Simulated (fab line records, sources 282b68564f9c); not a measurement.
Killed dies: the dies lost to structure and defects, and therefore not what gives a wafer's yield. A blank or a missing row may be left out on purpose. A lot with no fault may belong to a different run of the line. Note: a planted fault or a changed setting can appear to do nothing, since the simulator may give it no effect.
Split-lot experiment + flow rit cmos + 23 wafers read from 5 lots, route of 202 steps

== SPLIT DETAILS ==
At RIT_PWELL_IMPLANT_08, the setting energy kev was moved away from the recipe's 170 on 6 of the 23 wafers read, by -5.8% to +3.5%. The other wafers ran this setting at the recipe's value.

The reading comes from the split's own step.

== THE READING ==
In nm, at RIT_PWELL_IMPLANT_08: implant.drp nm, which is the simulator's own figure and was read by no gauge. There is no usual value for it anywhere in the file.

| wafer  | tool, chamber at the split | energy kev as run | against the recipe | implant.drp nm, nm | against lot-mates on the recipe |
|--------|----------------------------|-------------------|--------------------|--------------------|---------------------------------|
| L075.1 | implanter-04, 0            | 170               | recipe             | 102.9              | -                               |
| L075.2 | implanter-04, 0            | 170               | recipe             | 102.9              | -                               |
| L075.3 | implanter-04, 0            | 170               | recipe             | 102.9              | -                               |
| L075.4 | implanter-04, 0            | 170               | recipe             | 102.9              | -                               |
| L075.6 | implanter-04, 0            | 170               | recipe             | 102.9              | -                               |
| L076.2 | implanter-01, 0            | 160.2             | -5.8%              | 100.7              | -2.2                            |
| L076.3 | implanter-01, 0            | 160.2             | -5.8%              | 100.7              | -2.2                            |
| L076.6 | implanter-01, 0            | 160.2             | -5.8%              | 100.7              | -2.2                            |
| L076.4 | implanter-01, 0            | 170               | recipe             | 102.9              | -                               |
| L076.5 | implanter-01, 0            | 170               | recipe             | 102.9              | -                               |
| L078.1 | implanter-03, 0            | 176               | +3.5%              | 103.8              | +0.9                            |
| L078.3 | implanter-03, 0            | 176               | +3.5%              | 103.8              | +0.9                            |
| L078.4 | implanter-03, 0            | 176               | +3.5%              | 103.8              | +0.9                            |
| L078.2 | implanter-03, 0            | 170               | recipe             | 102.9              | -                               |
| L078.6 | implanter-03, 0            | 170               | recipe             | 102.9              | -                               |
| L083.1 | implanter-03, 0            | 170               | recipe             | 102.9              | -                               |
| L083.3 | implanter-03, 0            | 170               | recipe             | 102.9              | -                               |
| L083.4 | implanter-03, 0            | 170               | recipe             | 102.9              | -                               |
| L083.5 | implanter-03, 0            | 170               | recipe             | 102.9              | -                               |
| L083.6 | implanter-03, 0            | 170               | recipe             | 102.9              | -                               |
| L085.2 | implanter-01, 0            | 170               | recipe             | 102.9              | -                               |
| L085.5 | implanter-01, 0            | 170               | recipe             | 102.9              | -                               |
| L085.6 | implanter-01, 0            | 170               | recipe             | 102.9              | -                               |

THE FIT
A straight line over all 23 wafers: implant.drp nm changes by +0.344 nm for each +1% of energy kev; r = +0.99; the points scatter about the line by 0.12 nm.
The same after taking each lot's own level away (the mean of its wafers on the recipe; 23 wafers): +0.344 nm for each +1%; r = +0.99; scatter 0.12 nm.
On that fit, the largest move of energy kev shifts the reading by 2 nm.
The lots' own levels span 102.90 to 102.90 nm.
The two slopes agree, so the slope changes little with the lot-to-lot level.
Check: for one of the wafers moved furthest among these (-5.8%), held out of the fit, the line's prediction against its lot-mates is -2 nm. Against them it came out at -2.2 nm.

== FURTHER SPLITS ON THESE WAFERS ==
These wafers also went through other splits before the reading. Each is held against what the fit with the lots' levels taken away leaves over:
| other split on the same wafers | wafers away from the commonest value | r with implant.drp nm (lot level and that fit taken away) |
|--------------------------------|--------------------------------------|-----------------------------------------------------------|
| RIT_ACTIVE_COAT_06 spin rpm    | 8                                    | +0.07                                                     |
| RIT_PWELL_COAT_01 spin rpm     | 9                                    | +0.20                                                     |

== THE WHOLE CHAIN: every reading that the file lists as answering this split, in the file's order ==
| step                 | what it does | reading                                                         | change (the file's fit)               | r (the file's) |
|----------------------|--------------|-----------------------------------------------------------------|---------------------------------------|----------------|
| RIT_PWELL_IMPLANT_08 |              | implant.rp nm (the simulator's own value, which no gauge read)  | +3.6 nm for each +1% of the setting   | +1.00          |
| RIT_PWELL_IMPLANT_08 |              | implant.drp nm (the simulator's own value, which no gauge read) | +0.353 nm for each +1% of the setting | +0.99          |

== FILE'S OWN FIT ==
implant.drp nm changes by +0.353 nm for each +1% of energy kev, r = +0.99.
